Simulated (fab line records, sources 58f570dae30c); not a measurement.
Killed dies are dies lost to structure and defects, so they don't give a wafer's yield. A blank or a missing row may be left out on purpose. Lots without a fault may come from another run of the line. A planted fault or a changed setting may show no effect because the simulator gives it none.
Which tool did it? | flow berkeley_cmos170 | 13 lots, 39 wafers sampled, at 6 steps of a route of 331

WHAT THE GAUGES READ, wafer by wafer
UCB170_V1_BOW_MEAS_03.
lot  | measured     | on            | V1_BOW (um)
L746 | day 8 10:47  | film_metro-02 | 14 23 7
L745 | day 8 12:07  | film_metro-04 | 20 23 9
L749 | day 8 20:49  | film_metro-01 | 25 26 33
L750 | day 8 22:10  | film_metro-02 | 21 20 28
L747 | day 8 23:29  | film_metro-02 | 10 11 23
L748 | day 9 03:13  | film_metro-01 | 12 15 24
L753 | day 9 22:20  | film_metro-01 | 23 18 13
L752 | day 9 23:41  | film_metro-04 | 8 21 19
L754 | day 10 00:59 | film_metro-01 | 16 22 21
L757 | day 10 04:28 | film_metro-04 | 26 20 0
L758 | day 11 01:46 | film_metro-01 | 27 20 6
L767 | day 12 23:52 | film_metro-04 | 15 24 19
L768 | day 13 01:33 | film_metro-04 | 20 10 20

UCB170_M3_RS_MEAS_02: measures by four-point-probe.
lot  | measured     | on            | M3_AL_RS (ohm/sq)
L746 | day 8 18:13  | film_metro-01 | 0.0315 0.0327 0.0321
L745 | day 8 19:20  | film_metro-03 | 0.0323 0.0321 0.0324
L749 | day 9 07:24  | film_metro-03 | 0.0326 0.0324 0.0320
L750 | day 9 07:41  | film_metro-01 | 0.0320 0.0323 0.0319
L747 | day 9 08:20  | film_metro-03 | 0.0319 0.0328 0.0317
L748 | day 9 11:59  | film_metro-04 | 0.0323 0.0322 0.0317
L753 | day 10 05:31 | film_metro-01 | 0.0321 0.0319 0.0319
L752 | day 10 08:13 | film_metro-03 | 0.0324 0.0325 0.0315
L754 | day 10 08:50 | film_metro-04 | 0.0322 0.0320 0.0318
L757 | day 10 13:10 | film_metro-01 | 0.0325 0.0326 0.0323
L758 | day 11 09:18 | film_metro-01 | 0.0323 0.0325 0.0325
L767 | day 13 08:16 | film_metro-03 | 0.0322 0.0592 0.0321
L768 | day 13 13:51 | film_metro-04 | 0.0325 0.0319 0.0315

UCB170_M3_THK_MEAS_03: measures by xrf.
lot  | measured     | on            | M3_AL_THK (nm)
L746 | day 8 18:19  | film_metro-01 | 935 901 921
L745 | day 8 19:27  | film_metro-03 | 913 912 906
L749 | day 9 07:31  | film_metro-03 | 897 900 910
L750 | day 9 07:47  | film_metro-01 | 923 911 927
L747 | day 9 08:27  | film_metro-03 | 917 894 913
L748 | day 9 12:06  | film_metro-04 | 917 916 922
L753 | day 10 05:38 | film_metro-01 | 916 917 914
L752 | day 10 08:19 | film_metro-03 | 909 905 929
L754 | day 10 08:58 | film_metro-04 | 907 902 923
L757 | day 10 13:17 | film_metro-01 | 905 900 905
L758 | day 11 09:25 | film_metro-01 | 913 911 912
L767 | day 13 08:23 | film_metro-03 | 917 503 915
L768 | day 13 13:58 | film_metro-04 | 902 922 934

WHICH TOOL RAN EACH LOT (tool, then ch and the chambers of the sampled wafers, then the start)
lot  | UCB170_V1_CMP_02              | UCB170_V2_CVD_00                | UCB170_M3_SPUTTER_01
L746 | cmp-01 ch 0,2,3, day 8 10:30  | pecvd-04 ch 0,1,2, day 8 15:28  | pvd_sputter-02, day 8 18:05
L745 | cmp-02 ch 1,2,3, day 8 11:50  | pecvd-01 ch 0,1,2, day 8 16:41  | pvd_sputter-01, day 8 19:15
L749 | cmp-02 ch 0,1,2, day 8 20:37  | pecvd-04 ch 0,1,2, day 9 04:52  | pvd_sputter-01, day 9 07:19
L750 | cmp-01 ch 0,2,3, day 8 21:57  | pecvd-02 ch 0,1,2, day 9 05:07  | pvd_sputter-03, day 9 07:34
L747 | cmp-02 ch 1,2,3, day 8 23:14  | pecvd-01 ch 0,2, day 9 05:47    | pvd_sputter-02, day 9 08:15
L748 | cmp-01 ch 1,2,3, day 9 02:55  | pecvd-04 ch 0,1,2, day 9 08:37  | pvd_sputter-01, day 9 11:54
L753 | cmp-02 ch 0,2,3, day 9 22:04  | pecvd-02 ch 0,1,2, day 10 02:46 | pvd_sputter-01, day 10 05:25
L752 | cmp-01 ch 0,2,3, day 9 23:22  | pecvd-04 ch 1,2, day 10 04:34   | pvd_sputter-02, day 10 08:07
L754 | cmp-02 ch 0,2,3, day 10 00:47 | pecvd-02 ch 0,2, day 10 05:41   | pvd_sputter-01, day 10 08:45
L757 | cmp-01 ch 1,2, day 10 04:10   | pecvd-01 ch 0,2, day 10 10:07   | pvd_sputter-03, day 10 13:05
L758 | cmp-02 ch 0,1,3, day 11 01:26 | pecvd-02 ch 0,2, day 11 05:59   | pvd_sputter-01, day 11 09:12
L767 | cmp-02 ch 1,2,3, day 12 23:38 | pecvd-04 ch 0,2, day 13 05:02   | pvd_sputter-01, day 13 08:10
L768 | cmp-01 ch 0,1,3, day 13 01:15 | pecvd-01 ch 0,1,2, day 13 11:19 | pvd_sputter-03, day 13 13:46
- UCB170_V1_CMP_02: polishes SiO2.
- UCB170_V2_CVD_00: deposits SiO2 from TEOS/O2, target thk 2000 nm, time 258.5 s.
- UCB170_M3_SPUTTER_01: material Al, target thk 900 nm, time 120 s.

WHAT THE TOOLS THEMSELVES READ (means of the sampled wafers that have a number; where no wafer has one, the mark that the record gives instead)
UCB170_V1_CMP_02.
lot  | tool   | motor_current_A (A) | retaining_ring_pressure_frac
L746 | cmp-01 | 16.2                | 1.003
L745 | cmp-02 | 15.5                | 0.999
L749 | cmp-02 | 16.1                | 0.994
L750 | cmp-01 | 15.7                | 0.996
L747 | cmp-02 | 15.5                | 0.997
L748 | cmp-01 | 14.9                | 1.001
L753 | cmp-02 | 15.0                | 1.000
L752 | cmp-01 | 15.5                | 0.998
L754 | cmp-02 | 15.4                | 1.002
L757 | cmp-01 | 13.6                | 1.000
L758 | cmp-02 | 16.0                | 1.004
L767 | cmp-02 | 15.4                | 0.996
L768 | cmp-01 | 15.6                | 1.000

UCB170_V2_CVD_00.
lot  | tool     | heater_power_w (W)
L746 | pecvd-04 | 280
L745 | pecvd-01 | 316
L749 | pecvd-04 | 312
L750 | pecvd-02 | 291
L747 | pecvd-01 | 279
L748 | pecvd-04 | 309
L753 | pecvd-02 | 274
L752 | pecvd-04 | 310
L754 | pecvd-02 | 283
L757 | pecvd-01 | 269
L758 | pecvd-02 | 297
L767 | pecvd-04 | 277
L768 | pecvd-01 | 307

UCB170_M3_SPUTTER_01.
lot  | tool           | throttle_valve_pct (%)
L746 | pvd_sputter-02 | 29.8
L745 | pvd_sputter-01 | 28.5
L749 | pvd_sputter-01 | 29.6
L750 | pvd_sputter-03 | 29.0
L747 | pvd_sputter-02 | 29.7
L748 | pvd_sputter-01 | 29.4
L753 | pvd_sputter-01 | 28.3
L752 | pvd_sputter-02 | 28.7
L754 | pvd_sputter-01 | 29.4
L757 | pvd_sputter-03 | 29.0
L758 | pvd_sputter-01 | 29.3
L767 | pvd_sputter-01 | 28.2
L768 | pvd_sputter-03 | 29.8

THE ANSWER, worked out from the rows above alone
Rule: what is usual is taken from the lots themselves. Put in order of their means at a reading, lots are off if they are a third of the lots or fewer, leave a main group of 4 or more, and stand apart from it by a gap of 3 or more times the standard deviation of the main group's means; of several such gaps the widest counts. A main group whose means are all the same, to the digits that the tables above print for the reading, isn't used. A lot without any number at a reading at which 4 lots or more have one is off too. The other lots that the step has rows for count as sound. The gauges are gone through in route order, then the tools' own readings, and for those a lot's mean is taken as printed above. The first step at which some lot is off is used, and at that step the reading that is off furthest; a lot without a number counts as furthest.
Off: L767, at UCB170_M3_RS_MEAS_02 (M3_AL_RS). The main group: mean 0.0322 ohm/sq, standard deviation 0.00017.
A tool fits if, at a process step before that reading, it ran every lot that is off, and no sound lot after the first of them. The gauges at UCB170_M3_RS_MEAS_02 are tried like those tools. Can't be told from this: 4 tools fit, cmp-02 at UCB170_V1_CMP_02, pecvd-04 at UCB170_V2_CVD_00, pvd_sputter-01 at UCB170_M3_SPUTTER_01, film_metro-03 at UCB170_M3_RS_MEAS_02.

WHAT THE SIMULATOR HAD PUT IN
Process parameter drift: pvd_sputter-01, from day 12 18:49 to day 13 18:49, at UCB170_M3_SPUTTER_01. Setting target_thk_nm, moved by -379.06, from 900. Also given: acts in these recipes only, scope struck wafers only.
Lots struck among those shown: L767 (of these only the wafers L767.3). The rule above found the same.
